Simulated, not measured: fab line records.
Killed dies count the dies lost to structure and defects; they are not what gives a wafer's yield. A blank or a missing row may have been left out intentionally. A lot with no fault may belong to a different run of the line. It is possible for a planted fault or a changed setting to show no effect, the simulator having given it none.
One fault seen from 2 desks + flow rit cmos + each desk has only its own numbers; what lay behind them comes last

THE TOOL OWNER'S DESK: lpcvd-02
The tool's own readings at RIT_SPACER_CVD_03 (deposits Si3N4 from SiH2Cl2/NH3, target thk 250 nm, time 3347 s): means of the sampled wafers that have a number, for each lot that ran on this tool. Marked OUT: a lot whose mean sits more than 4 standard deviations from the usual mean, which makes it out of limits; the brackets give that distance.
Columns: A = sih2cl2 flow sccm at RIT_SPACER_CVD_03, usual 60.01 sccm; B = spike tc centre C at RIT_SPACER_CVD_03, usual 812.2 C; C = zone power load pct at RIT_SPACER_CVD_03, usual 19.1 %
| lot  | first seen here | A     | B     | C    |
|------|-----------------|-------|-------|------|
| L819 | day 3 09:26     | 59.92 | 810.8 | 19.2 |
| L822 | day 4 02:10     | 59.92 | 811.4 | 19.3 |
| L827 | day 5 00:50     | 59.84 | 811.4 | 20.0 |
| L830 | day 5 16:28     | 60.24 | 810.6 | 20.0 |
| L838 | day 7 16:55     | 60.35 | 811.6 | 19.1 |
| L839 | day 7 23:27     | 60.16 | 811.6 | 19.2 |
This desk found nothing out of limits on any of the 6 lots.

THE METROLOGY DESK
Means of the sampled wafers that have a number, per lot and without regard to the tool the lot ran on: this is what the gauges read. Marked OUT: a lot whose mean sits more than 4 standard deviations from the usual mean, which makes it out of limits; the brackets give that distance.
Columns: A = SPACER_NITRIDE_THK at RIT_SPACER_THK_MEAS_04, usual 253.0 nm
| lot  | first seen here | A     |
|------|-----------------|-------|
| L819 | day 3 11:22     | 256.6 |
| L820 | day 3 13:59     | 254.4 |
| L821 | day 3 16:34     | 251.4 |
| L822 | day 4 05:02     | 251.9 |
| L823 | day 4 05:29     | 252.1 |
| L824 | day 4 08:48     | 250.9 |
| L827 | day 5 02:46     | 254.2 |
| L829 | day 5 16:30     | 253.2 |
| L830 | day 5 18:25     | 244.0 |
| L831 | day 5 19:35     | 252.9 |
| L838 | day 7 18:52     | 255.3 |
| L840 | day 7 23:41     | 253.9 |
| L839 | day 8 01:22     | 255.9 |
This desk found nothing out of limits on any of the 13 lots.

ALL TOGETHER
Nothing out of limits was seen by the tool owner's desk.
Metrology desk: nothing out of limits seen.

WHAT WAS PUT IN BY THE SIMULATOR
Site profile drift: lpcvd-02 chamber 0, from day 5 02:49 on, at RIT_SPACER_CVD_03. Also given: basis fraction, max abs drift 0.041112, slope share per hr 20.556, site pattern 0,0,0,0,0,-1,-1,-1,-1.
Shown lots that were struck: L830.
